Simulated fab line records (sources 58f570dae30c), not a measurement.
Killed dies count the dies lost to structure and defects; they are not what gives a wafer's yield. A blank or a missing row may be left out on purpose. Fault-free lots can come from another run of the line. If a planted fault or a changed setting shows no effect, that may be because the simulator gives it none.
The tool behind it: which one? ; flow berkeley-cmos170 ; 14 lots, 42 wafers sampled, at 5 steps of a route of 331

== WHAT THE GAUGES SHOWED, per wafer ==
UCB170_NSD_TW_MEAS_10.
lot;measured;on;NSD_TW
L333;day 8 12:23;film-metro-01;4140 4125 4139
L334;day 8 12:40;film-metro-04;4241 4254 4241
L332;day 8 13:02;film-metro-01;4116 4139 4146
L335;day 8 13:13;film-metro-01;4150 4164 4148
L336;day 9 10:01;film-metro-01;4174 4180 4158
L337;day 9 10:18;film-metro-03;4194 4204 4194
L338;day 9 13:48;film-metro-04;4236 4228 4209
L341;day 10 09:17;film-metro-03;4191 4183 4163
L342;day 10 09:34;film-metro-03;4178 4166 4173
L344;day 10 21:06;film-metro-01;4151 4152 4135
L345;day 10 21:22;film-metro-01;4101 4129 4134
L348;day 11 23:43;film-metro-04;4254 4288 4264
L350;day 12 06:26;film-metro-01;4148 4137 4168
L355;day 12 19:37;film-metro-01;4157 4188 4153

UCB170_V1_THK_MEAS_04.
lot;measured;on;V1_POLISHED_THK (nm)
L333;day 9 00:24;film-metro-04;1000.2 1000.3 1000.0
L334;day 8 23:02;film-metro-01;1000.5 1000.1 999.2
L332;day 9 02:04;film-metro-04;1000.6 999.6 1001.5
L335;day 9 01:43;film-metro-01;999.3 1000.2 999.0
L336;day 9 21:10;film-metro-02;1000.0 998.4 999.1
L337;day 9 22:30;film-metro-01;1000.2 999.8 1000.3
L338;day 10 00:30;film-metro-02;999.6 1000.2 1000.1
L341;day 11 00:20;film-metro-02;1346.9 1000.5 998.4
L342;day 10 22:58;film-metro-01;999.5 1000.7 1000.2
L344;day 11 07:25;film-metro-02;998.7 998.9 998.8
L345;day 11 09:02;film-metro-01;1336.2 1001.7 999.7
L348;day 12 11:37;film-metro-02;997.2 997.5 999.3
L350;day 12 16:43;film-metro-02;999.1 999.7 998.0
L355;day 13 11:02;film-metro-01;999.9 999.3 999.9

UCB170_V1_OVL_MEAS_13.
lot;measured;on;V1_OVL (nm)
L333;day 9 01:38;overlay-01;-4 -2 -3
L334;day 9 00:29;overlay-02;2 3 4
L332;day 9 03:31;overlay-01;4 -1 5
L335;day 9 03:08;overlay-01;6 1 3
L336;day 9 22:30;overlay-01;7 -1 0
L337;day 10 00:00;overlay-01;6 5 0
L338;day 10 02:19;overlay-01;9 1 -2
L341;day 11 01:31;overlay-01;10 3 11
L342;day 11 00:41;overlay-01;-2 -5 -2
L344;day 11 08:55;overlay-01;15 3 7
L345;day 11 14:43;overlay-01;-4 3 1
L348;day 12 13:02;overlay-02;0 7 10
L350;day 12 18:59;overlay-01;3 4 6
L355;day 13 12:38;overlay-02;6 0 6

== TOOL THAT RAN EACH LOT (tool first, then ch and the chambers of the sampled wafers, then the start) ==
lot;UCB170_CONTACT_RTA_08;UCB170_V1_CMP_02
L333;rtp-anneal-01 ch 0, day 8 17:56;cmp-02 ch 0,2,3, day 9 00:03
L334;rtp-anneal-01 ch 0, day 8 17:37;cmp-01 ch 2,3, day 8 22:37
L332;rtp-anneal-01 ch 0, day 8 19:31;cmp-02 ch 0,2,3, day 9 01:46
L335;rtp-anneal-01 ch 0, day 8 19:27;cmp-02 ch 1,3, day 9 01:17
L336;rtp-anneal-02 ch 0, day 9 15:53;cmp-01 ch 1,2, day 9 20:47
L337;rtp-anneal-01 ch 0, day 9 15:56;cmp-02 ch 0,1,2, day 9 22:08
L338;rtp-anneal-02 ch 0, day 9 19:08;cmp-01 ch 0,1,3, day 10 00:08
L341;rtp-anneal-02 ch 0, day 10 18:50;cmp-02 ch 0,1,3, day 10 23:55
L342;rtp-anneal-01 ch 0, day 10 15:04;cmp-01 ch 1,2,3, day 10 22:40
L344;rtp-anneal-01 ch 0, day 11 02:10;cmp-01 ch 0,1,3, day 11 07:03
L345;rtp-anneal-02 ch 0, day 11 03:25;cmp-02 ch 0,2, day 11 08:37
L348;rtp-anneal-02 ch 0, day 12 05:35;cmp-01 ch 0,1,2, day 12 11:14
L350;rtp-anneal-01 ch 0, day 12 11:13;cmp-01 ch 1,2,3, day 12 16:18
L355;rtp-anneal-01 ch 0, day 13 03:08;cmp-01 ch 1,2, day 13 10:37
- UCB170_CONTACT_RTA_08: time 10 s.
- UCB170_V1_CMP_02: polishes SiO2.

== WHAT THE TOOLS THEMSELVES READ (means of the sampled wafers that have a number; where no wafer has one, the mark that the record gives instead) ==
UCB170_CONTACT_RTA_08.
lot;tool;lamp-power-pct (%);wafer_temp_C_max
L333;rtp-anneal-01;26.23;902.3
L334;rtp-anneal-01;26.22;902.7
L332;rtp-anneal-01;26.22;902.9
L335;rtp-anneal-01;26.24;902.0
L336;rtp-anneal-02;26.50;903.4
L337;rtp-anneal-01;26.23;902.6
L338;rtp-anneal-02;26.49;903.2
L341;rtp-anneal-02;26.51;902.7
L342;rtp-anneal-01;26.24;901.9
L344;rtp-anneal-01;26.24;901.9
L345;rtp-anneal-02;26.50;903.3
L348;rtp-anneal-02;26.49;903.4
L350;rtp-anneal-01;26.22;902.1
L355;rtp-anneal-01;26.24;902.3

UCB170_V1_CMP_02.
lot;tool;motor-current-A (A);slurry-filter-dp-kPa (kPa)
L333;cmp-02;16.5;13.54
L334;cmp-01;16.3;13.62
L332;cmp-02;16.8;13.46
L335;cmp-02;17.1;13.51
L336;cmp-01;19.6;13.48
L337;cmp-02;17.9;13.39
L338;cmp-01;16.7;13.50
L341;cmp-02;18.0;13.37
L342;cmp-01;18.2;13.56
L344;cmp-01;16.4;13.53
L345;cmp-02;16.4;13.56
L348;cmp-01;16.6;13.64
L350;cmp-01;18.2;13.44
L355;cmp-01;19.9;13.60

== THE ANSWER, worked out from the rows above alone ==
Rule: what is usual is taken from the lots themselves. The widest of any qualifying gaps counts: lots, ordered by their means at a reading, are off when they make up no more than a third of the lots, leave a main group of 4 or more, and stand apart from it by 3 or more times the standard deviation of that group's means. Not used: any main group whose means are identical at the precision the tables above print for the reading. A lot without any number at a reading at which 4 lots or more have one is off too. Where the step has rows for the other lots, those lots are counted as sound. First the gauges in route order, then the tools' own readings, where a lot's mean is used as printed above. At the first step where some lot is off, the reading lying furthest off is the one used; lots without a number count as furthest.
Off: at UCB170_V1_THK_MEAS_04 (V1_POLISHED_THK), L341, L345. The main group has a mean of 999.6 nm with a standard deviation of 0.7.
If a tool, at a process step before that reading, ran all the lots that are off and no sound lot after the first of them, it fits. The gauges at UCB170_V1_THK_MEAS_04 are tried like those tools. One fits: cmp-02 at UCB170_V1_CMP_02. A fault onset in the window from L337 (day 9 22:08, its last sound lot) to L341 (day 10 23:55, its first lot off) fits.

== WHAT WAS PUT IN BY THE SIMULATOR ==
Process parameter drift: cmp-02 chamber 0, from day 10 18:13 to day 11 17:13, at UCB170_V1_CMP_02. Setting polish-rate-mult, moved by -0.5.
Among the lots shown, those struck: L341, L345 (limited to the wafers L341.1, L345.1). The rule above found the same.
